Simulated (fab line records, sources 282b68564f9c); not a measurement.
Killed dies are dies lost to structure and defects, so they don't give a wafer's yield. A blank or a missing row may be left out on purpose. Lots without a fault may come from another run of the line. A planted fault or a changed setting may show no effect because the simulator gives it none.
Problem report in the 8D (eight disciplines) form, filled by code | flow rit_cmos | the parts of the form that need people (team, actions taken, sign-off) are left out

1. THE PROBLEM
NLDD_TW at RIT_NLDD_TW_MEAS_10 reads a mean of 2698 on 6 wafers of 2 lots; wafers without a fault read 2468 with a standard deviation of 33. That is +7.0 standard deviations from the usual mean.
First seen on wafer L980.1, day 5 07:22, on film_metro-02. The record holds 42 wafers of 14 lots with a number at this step. Rule for "out", or "out of limits": more than 4 standard deviations from the usual mean. The other wafers with a number count as sound.

2. WHAT IT IS AND WHAT IT IS NOT
question                    | is                           | is not
which readings at this step | NLDD_TW                      | -
which lots                  | L980, L981                   | L969, L971, L972, L973, L974, L975, L983, L985, L987, L988, L989, L990
which wafers of those lots  | all that have a number       | -
read on which gauges        | film_metro-02, film_metro-04 | film_metro-03
when                        | from day 5 07:22             | up to then (18 sound wafers); but 18 sound wafers of L983, L985, L987, L988, L989, L990 came after

3. SUSPECTS, AND WHAT RULES EACH OUT
Counting: a tool at a process step up to the reading stays a suspect if it ran every lot that is out and no sound lot after the first of them.
- the gauge at RIT_NLDD_TW_MEAS_10: ruled out. The wafers that are out were read on 2 gauges (film_metro-02, film_metro-04).
- implanter-02 at RIT_NLDD_IMPLANT_08: kept. It ran every lot that is out, first L980 (day 5 07:02), and no sound lot after that; its last sound lot up to then is L974 (day 4 01:44). Its own readings are out on those wafers: dose_ions_cm2, faraday_current_uA.
Left after counting: implanter-02 at RIT_NLDD_IMPLANT_08.

4. THE CAUSE (what the simulator had put in)
Process parameter drift: implanter-02, from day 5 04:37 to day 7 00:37, at RIT_NLDD_IMPLANT_08. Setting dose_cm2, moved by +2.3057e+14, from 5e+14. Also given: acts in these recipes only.
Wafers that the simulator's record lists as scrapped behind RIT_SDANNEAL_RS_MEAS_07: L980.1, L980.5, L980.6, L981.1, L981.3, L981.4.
Counting left only this tool.

5. THE CHAIN OF EFFECTS, in route order
Each row: a reading whose mean over the struck wafers that have a number lies more than 3 standard deviations from the usual. Only readings for which the record gives a usual standard deviation are gone through. hours: the time from each lot's start at the first step in this table that gives one to its start at this step, as a median over the lots. sigmas: the change in usual standard deviations.
hours | step                    | reading            | usual        | on struck wafers | change | sigmas
0     | RIT_NLDD_IMPLANT_08     | dose_ions_cm2      | 5e+14        | 7e+14            | +2e+14 | +99 or more
0     | RIT_NLDD_IMPLANT_08     | faraday_current_uA | 1578         | 2325             | +747   | +26
0     | RIT_NLDD_TW_MEAS_10     | NLDD_TW            | 2468         | 2698             | +230   | +7.0
14    | RIT_SDANNEAL_RS_MEAS_07 | NLDD_RS            | 151.9 ohm/sq | 111.9            | -40.0  | -67
The process steps in it:
- RIT_NLDD_IMPLANT_08

6. WHAT WOULD HAVE CAUGHT IT SOONER
In this record the first reading out of limits at a measuring or inspecting step was taken at day 5 07:22, 3 hours after the fault began at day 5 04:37.
The tool's own readings at RIT_NLDD_IMPLANT_08 were out on every struck wafer that the step has a row for (dose_ions_cm2, faraday_current_uA): an alarm limit on them would have fired on the first of those.
Of the lots that are out (2), L981 began RIT_NLDD_IMPLANT_08 on implanter-02 after day 5 07:22. A hold on the tool at that time would have spared it.
